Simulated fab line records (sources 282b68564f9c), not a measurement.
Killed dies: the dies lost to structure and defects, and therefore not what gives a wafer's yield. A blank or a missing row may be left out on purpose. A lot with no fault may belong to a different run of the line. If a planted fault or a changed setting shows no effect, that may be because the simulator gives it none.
fab line records | flow rit-cmos
[record] lots = 6 wafers = 18 last-day = 7
route steps=202 shown PRETRO@69 GATE@75 FOX2@80
lots with no fault: from the same line, run without faults
start-h: the number of hours between the record's first day and the start of the first shown wafer of the lot | wait-h: how many hours have passed since the lot's step before this one | " same as the row above | L1.1+2: one row covering several wafers at once | - no value present, or no start provided | * or withheld: withheld | < > ~ a bound
route shown NAME@n: NAME is a module with steps in the file, n the number in the route of the first one | usual: mean/standard deviation of fault-free wafers | same: alike in all rows | chamber/n: place in a boat | sites: per-site readings | _std_site: the values' standard deviation | _edge_site: mean of outer sites minus mean of inner sites | radius-mm: how far each site lies from the wafer's centre | mask NAME#n: copy n | behind: the tool/chamber that last shaped the wafer | hold: what put the lot on hold/how long, in hours/how the hold closed | device: whichever transistor did not switch (one of n, p or np) | end of line: the same wafers' tests at the end of the route | for a step that has no rows: nothing shown but its recipe | killed: dies lost to structure and defects at the first sort, not the wafer's yield | map: per-die view of a wafer (x killed, . not killed, _ where there is no die)
set.NAME: setting as actually run; set.NAME@STEP: the setting as run at that earlier step | model.NAME: the simulator's own value behind a step, which no gauge read
a table for each step, a row for each wafer; lots at some steps of the route
[[steps]]
[step RIT_PRETRO_DEVELOP_05]
[recipe] resist = NOVOLAK develop-time-s = 68 dev-temp-c = 23
[step RIT_PRETRO_OVL_MEAS_06]
[usual] PRETRO_OVL = 0.3/1.3
// columns lot.wafer tool chamber start-h wait-h PRETRO_OVL[nm]
L641.1 overlay-01 - 56.51 - 0.0
L641.2 " - " " 2.0
L641.5 " - " " 0.5
L644.2 overlay-01 - 74.39 - 0.0
L644.3 " - " " 2.0
L644.5 " - " " 1.3
L645.1 overlay-02 - 77.74 - -1.1
L645.2 " - " " -2.0
L645.3 " - " " -0.5
L651.1 overlay-02 - 105.69 - 3.8
L651.4 " - " " 1.9
L651.5 " - " " 0.5
L652.3 overlay-02 - 110.38 - -1.8
L652.4 " - " " -0.4
L652.6 " - " " -0.4
L658.2 overlay-01 - 142.86 - -2.4
L658.4 " - " " 1.4
L658.5 " - " " 1.8
[step RIT_PRETRO_HARDBAKE_07]
[recipe] resist = NOVOLAK temp-c = 140 time-s = 120
[step RIT_PRETRO_IMPLANT_08]
[recipe] species = B energy-kev = 45 dose-cm2 = 1.179e+13 tilt-deg = 7
[step RIT_PRETRO_STRIP_09]
[recipe] chemistry = O2 time-s = 180 resist = NOVOLAK platen-temp-c = withheld power-w = 500 pressure-mtorr = 4000 o2-flow-sccm = 4000
[usual] drypump-motor-current-A = 5.6/0.43 rf-refl-power-W = 6.5/0.72
// columns lot.wafer tool chamber start-h wait-h drypump-motor-current-A rf-hours-counter-h rf-refl-power-W
L641.1 plasma-asher-01 1 56.95 0.1 5.6 43 7.0
L641.2 " 0 " " 5.9 43 6.7
L641.5 " 1 " " 5.6 - 7.5
L644.2 plasma-asher-03 0 74.82 0.1 6.1 27 6.0
L644.3 " 0 " " 6.1 - 6.0
L644.5 " 0 " " 6.1 - 6.0
L645.1 plasma-asher-03 0 78.18 0.1 6.1 28 5.8
L645.2 " 1 " " 5.0 28 6.8
L645.3 " 0 " " 6.1 - 5.9
L651.1 plasma-asher-03 0 106.13 0.1 6.1 31 6.4
L651.4 " 1 " " 5.0 - 6.5
L651.5 " 1 " " 5.0 - 6.3
L652.3 plasma-asher-03 1 110.87 0.1 5.0 - 6.8
L652.4 " 0 " " 6.1 - 6.1
L652.6 " 1 " " 5.1 - 6.4
L658.2 plasma-asher-02 0 143.38 0.1 5.9 49 6.6
L658.4 " 1 " " 4.9 - 5.3
L658.5 " 0 " " 5.9 - 6.9
[step RIT_PRETRO_TW_MEAS_10]
[usual] PRETRO_TW = 470/4.3
// columns lot.wafer tool chamber start-h wait-h PRETRO_TW
L641.1 film-metro-01 - 57.12 0.1 471
L641.2 " - " " 472
L641.5 " - " " 475
L644.2 film-metro-03 - 75.01 0.1 476
L644.3 " - " " 471
L644.5 " - " " 474
L645.1 film-metro-03 - 78.35 0.1 472
L645.2 " - " " 472
L645.3 " - " " 472
L651.1 film-metro-02 - 106.30 0.1 462
L651.4 " - " " 462
L651.5 " - " " 464
L652.3 film-metro-01 - 111.00 0.1 472
L652.4 " - " " 472
L652.6 " - " " 471
L658.2 film-metro-03 - 143.56 0.1 475
L658.4 " - " " 472
L658.5 " - " " 476
[step RIT_GATE_WET_ETCH_00]
[recipe] chemistry = BOE target = SiO2 target-depth-nm = 56 time-s = 60 dry = n2-spin dilution = 10:1 temp-c = 21.5
[step RIT_GATE_CLEAN_01]
[recipe] chemistry = SC1 mix = 3:3:50 time-s = 600 temp-c = 75
[step RIT_GATE_CLEAN_02]
[recipe] chemistry = dHF dilution = 50:1 time-s = 30
[step RIT_GATE_CLEAN_03]
[recipe] chemistry = SC2 mix = 3:3:50 time-s = 600 temp-c = 75 dry = n2-spin
[step RIT_GATE_CLEAN_04]
[recipe] chemistry = dHF dilution = 50:1 time-s = 60 dry = n2-spin
[step RIT_FOX2_THK_MEAS_91]
[recipe] reads = SiO2_of_FOX2_OXIDATION_00
[usual] FIELD_OXIDE_LEFT_2_THK = 257/6.4
// columns lot.wafer tool chamber start-h wait-h FIELD_OXIDE_LEFT_2_THK[nm]
L641.1 film-metro-04 - 57.60 0.0 254
L641.2 " - " " 252
L641.5 " - " " 256
L644.2 film-metro-03 - 75.48 0.0 243
L644.3 " - " " 245
L644.5 " - " " 244
L645.1 film-metro-03 - 78.83 0.0 257
L645.2 " - " " 259
L645.3 " - " " 260
L651.1 film-metro-01 - 106.80 0.0 256
L651.4 " - " " 258
L651.5 " - " " 261
L652.3 film-metro-01 - 111.48 0.0 265
L652.4 " - " " 266
L652.6 " - " " 264
L658.2 film-metro-01 - 144.04 0.0 262
L658.4 " - " " 257
L658.5 " - " " 256
[step RIT_GATE_OXIDATION_05]
[recipe] temp-c = 900 ambient = O2 target-thk-a = 30 ox-time-s = 270
[usual] ox-temp-c = 900.0/0.4 ox-temp-c-max = 905.8/2.2 zone-power-source-pct = 25.0/1.4
// columns lot.wafer tool chamber start-h wait-h ox-temp-c ox-temp-c-max zone-power-source-pct
L641.1 furnace-03 0 57.66 0.1 899.3 905.9 27.2
L641.2 " 0 " " 899.8 907.0 26.9
L641.5 " 0 " " 899.7 906.9 27.1
L644.2 furnace-01 - 75.53 0.0 - - -
L644.3 " - " " - - -
L644.5 " - " " - - -
L645.1 furnace-01 - 80.47 1.6 - - -
L645.2 " - " " - - -
L645.3 " - " " - - -
L651.1 furnace-04 0 107.05 0.2 900.0 905.1 24.1
L651.4 " 0 " " 899.1 903.3 23.9
L651.5 " 0 " " 899.6 905.3 24.1
L652.3 furnace-01 0 111.52 0.0 899.8 903.0 23.4
L652.4 " 0 " " 899.8 902.9 23.7
L652.6 " 0 " " 900.3 903.0 24.3
L658.2 furnace-03 0 144.09 0.0 900.0 907.9 27.2
L658.4 " 0 " " 899.7 907.9 27.4
L658.5 " 0 " " 900.3 907.9 27.6
[step RIT_GATE_ANNEAL_06]
[recipe] temp-c = 900 time-s = 600 ambient = N2O
[step RIT_GATE_CVD_08]
[recipe] material = poly-Si target-thk-nm = 250 temp-c = 610 precursor = SiH4 time-s = 2220 pressure-mtorr = 300 sih4-flow-sccm = 100
[[key]]
[first-sign] step = RIT_GATE_OXIDATION_05 reading = tool-record direction = missing
effect none on later readings
met-at RIT_GATE_OXIDATION_05
struck-wafers L644.2,L644.3,L644.5,L645.1,L645.2,L645.3
later-rows-left-out L644.2,L644.3,L644.5,L645.1,L645.2,L645.3
sort-left-out L644.2,L644.3,L644.5,L645.1,L645.2,L645.3
tester-left-out L644,L645
[fault] kind = skipped-step-whole tool = furnace-01 chamber = - onset-h = 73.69 steps = RIT_GATE_OXIDATION_05 scope = struck-lots-only
// tester-left-out: of these lots the tester's yield and bins aren't shown, on N5 and GAA mostly nor the transistor test; their killed dies are dies lost to structure and defects alone, not to doping, threshold or leakage, so they don't give the yield
// sort-left-out: the simulated sort isn't trusted on such a fault, so these wafers' sort isn't shown, and their yield isn't known
// later-rows-left-out: the simulator's readings of these wafers behind a module that went badly wrong aren't trusted and aren't shown, but for the sort
